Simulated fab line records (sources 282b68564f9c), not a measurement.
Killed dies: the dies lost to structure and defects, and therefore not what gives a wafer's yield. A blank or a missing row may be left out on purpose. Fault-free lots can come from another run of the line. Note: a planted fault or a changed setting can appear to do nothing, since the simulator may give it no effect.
What tool caused it?	flow ritCmos	48 wafers from 16 lots sampled at 5 of the route's 202 steps

WHAT EACH GAUGE READ, for each wafer
RIT_NWELL_OVL_MEAS_06.
lot	measured	on	NWELL_OVL (nm)
L423	day 2 05:23	overlay-02	-1.9 -1.6 -2.6
L424	day 2 05:39	overlay-01	-0.6 -1.5 0.4
L426	day 2 14:59	overlay-02	-0.6 -0.2 -1.6
L428	day 3 00:39	overlay-02	-1.7 -1.4 -2.4
L429	day 3 05:31	overlay-01	-1.1 -2.2 -1.9
L430	day 3 12:48	overlay-02	0.1 -1.8 -2.2
L432	day 3 19:44	overlay-02	-1.1 0.3 -2.8
L431	day 3 20:11	overlay-01	-2.2 -2.2 -2.3
L433	day 4 00:06	overlay-01	-2.7 -3.1 -2.8
L438	day 5 06:00	overlay-02	- - - - - -
L439	day 5 11:58	overlay-01	- - - - - -
L440	day 5 13:20	overlay-01	- - - - - -
L441	day 5 19:22	overlay-01	- - - - - -
L442	day 5 23:31	overlay-02	-0.9 -2.1 -2.3
L443	day 6 02:09	overlay-01	-1.3 -0.9 -0.4
L445	day 6 13:52	overlay-01	-1.0 -0.7 0.3

RIT_PRETRO_TW_MEAS_10.
lot	measured	on	PRETRO_TW
L423	day 2 18:37	filmMetro-03	483 482 479
L424	day 2 19:05	filmMetro-03	481 479 483
L426	day 3 03:37	filmMetro-04	472 475 474
L428	day 3 11:32	filmMetro-01	477 479 479
L429	day 3 18:19	filmMetro-04	473 472 470
L430	day 4 00:26	filmMetro-01	478 479 482
L432	day 4 07:16	filmMetro-03	479 476 479
L431	day 4 08:35	filmMetro-01	478 479 479
L433	day 4 13:08	filmMetro-04	471 471 470
L442	day 6 11:50	filmMetro-01	479 479 478
L443	day 6 12:46	filmMetro-01	481 478 477
L445	day 7 01:41	filmMetro-01	480 480 479

EACH LOT AND THE TOOL THAT RAN IT (in order: tool; ch and the chambers of the sampled wafers; start)
lot	RIT_NWELL_EXPOSE_03	RIT_PWELL_STRIP_09	RIT_NRETRO_STRIP_09
L423	ilineStepper-01 ch 0, day 2 04:58	plasmaAsher-04 ch 0, day 2 07:29	plasmaAsher-03 ch 0,1, day 2 16:38
L424	ilineStepper-02 ch 0, day 2 05:13	plasmaAsher-03 ch 0,1, day 2 07:49	plasmaAsher-03 ch 0,1, day 2 17:12
L426	ilineStepper-02 ch 0, day 2 14:26	plasmaAsher-04 ch 0,1, day 2 17:26	plasmaAsher-03 ch 0,1, day 3 01:46
L428	ilineStepper-02 ch 0, day 3 00:12	plasmaAsher-03 ch 0,1, day 3 02:46	plasmaAsher-02 ch 0,1, day 3 09:46
L429	ilineStepper-02 ch 0, day 3 05:04	plasmaAsher-04 ch 0,1, day 3 07:46	plasmaAsher-02 ch 0,1, day 3 16:28
L430	ilineStepper-01 ch 0, day 3 12:22	plasmaAsher-04 ch 0,1, day 3 14:47	plasmaAsher-03 ch 0,1, day 3 22:41
L432	ilineStepper-02 ch 0, day 3 19:19	plasmaAsher-03 ch 0,1, day 3 22:20	plasmaAsher-01 ch 0,1, day 4 05:20
L431	ilineStepper-01 ch 0, day 3 19:45	plasmaAsher-04 ch 0,1, day 3 22:26	plasmaAsher-01 ch 0,1, day 4 06:44
L433	ilineStepper-01 ch 0, day 3 23:29	plasmaAsher-04 ch 0,1, day 4 02:13	plasmaAsher-02 ch 0,1, day 4 11:01
L438	ilineStepper-01 ch 0, day 5 05:34	-	-
L439	ilineStepper-01 ch 0, day 5 11:32	-	-
L440	ilineStepper-01 ch 0, day 5 12:56	-	-
L441	ilineStepper-01 ch 0, day 5 18:57	-	-
L442	ilineStepper-02 ch 0, day 5 23:04	plasmaAsher-04 ch 0,1, day 6 01:43	plasmaAsher-03 ch 0,1, day 6 10:00
L443	ilineStepper-02 ch 0, day 6 01:45	plasmaAsher-01 ch 0,1, day 6 04:11	plasmaAsher-02 ch 0,1, day 6 11:05
L445	ilineStepper-02 ch 0, day 6 13:28	plasmaAsher-04 ch 0,1, day 6 15:59	plasmaAsher-01 ch 0,1, day 6 23:59
- RIT_NWELL_EXPOSE_03: exposes mask M2, target cd 43900 nm.
- RIT_PWELL_STRIP_09: strips in O2, time 180 s.
- RIT_NRETRO_STRIP_09: strips in O2, time 180 s.

WHAT THE TOOLS THEMSELVES READ (means of the sampled wafers that have a number; where no wafer has one, the mark that the record gives instead)
RIT_PWELL_STRIP_09.
lot	tool	drypumpMotorCurrentA (A)
L423	plasmaAsher-04	6.0
L424	plasmaAsher-03	5.2
L426	plasmaAsher-04	6.0
L428	plasmaAsher-03	5.2
L429	plasmaAsher-04	6.0
L430	plasmaAsher-04	6.0
L432	plasmaAsher-03	5.1
L431	plasmaAsher-04	6.0
L433	plasmaAsher-04	6.0
L442	plasmaAsher-04	6.0
L443	plasmaAsher-01	5.9
L445	plasmaAsher-04	6.0

RIT_NRETRO_STRIP_09.
lot	tool	drypumpMotorCurrentA (A)
L423	plasmaAsher-03	5.1
L424	plasmaAsher-03	5.1
L426	plasmaAsher-03	5.1
L428	plasmaAsher-02	6.4
L429	plasmaAsher-02	6.4
L430	plasmaAsher-03	5.2
L432	plasmaAsher-01	5.9
L431	plasmaAsher-01	5.9
L433	plasmaAsher-02	6.4
L442	plasmaAsher-03	5.2
L443	plasmaAsher-02	6.4
L445	plasmaAsher-01	5.8

THE ANSWER, worked out from the rows above alone
Rule: usual is defined by the lots themselves. Put in order of their means at a reading, lots are off if they are a third of the lots or fewer, leave a main group of 4 or more, and stand apart from it by a gap of 3 or more times the standard deviation of the main group's means; of several such gaps the widest counts. Not used: any main group whose means are identical at the precision the tables above print for the reading. A lot without any number at a reading at which 4 lots or more have one is off too. Any other lot the step has rows for is counted as sound. First the gauges in route order, then the tools' own readings, where a lot's mean is used as printed above. The first step at which some lot is off is used, and at that step the reading that is off furthest; a lot without a number counts as furthest.
Off: L438, L439, L440, L441, seen at RIT_NWELL_OVL_MEAS_06 (NWELL_OVL). Without a number there: L438, L439, L440, L441. For the main group the mean is -1.5 nm and the standard deviation 0.7.
A tool fits if, at a process step before that reading, it ran every lot that is off, and no sound lot after the first of them. The gauges at RIT_NWELL_OVL_MEAS_06 are tried like those tools. One fits: RIT_NWELL_EXPOSE_03 on ilineStepper-01. A fault onset in the window from L433 (day 3 23:29, its last sound lot) to L438 (day 5 05:34, its first lot off) fits.

WHAT WAS PUT IN BY THE SIMULATOR
Scanner matching overlay: ilineStepper-01, from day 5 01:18 on, at RIT_NWELL_EXPOSE_03. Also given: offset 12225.
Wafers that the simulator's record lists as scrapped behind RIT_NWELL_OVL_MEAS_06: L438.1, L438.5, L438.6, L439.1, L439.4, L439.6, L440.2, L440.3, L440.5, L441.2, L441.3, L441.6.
Struck lots among those shown: L438, L439, L440, L441. The rule above reached the same finding.
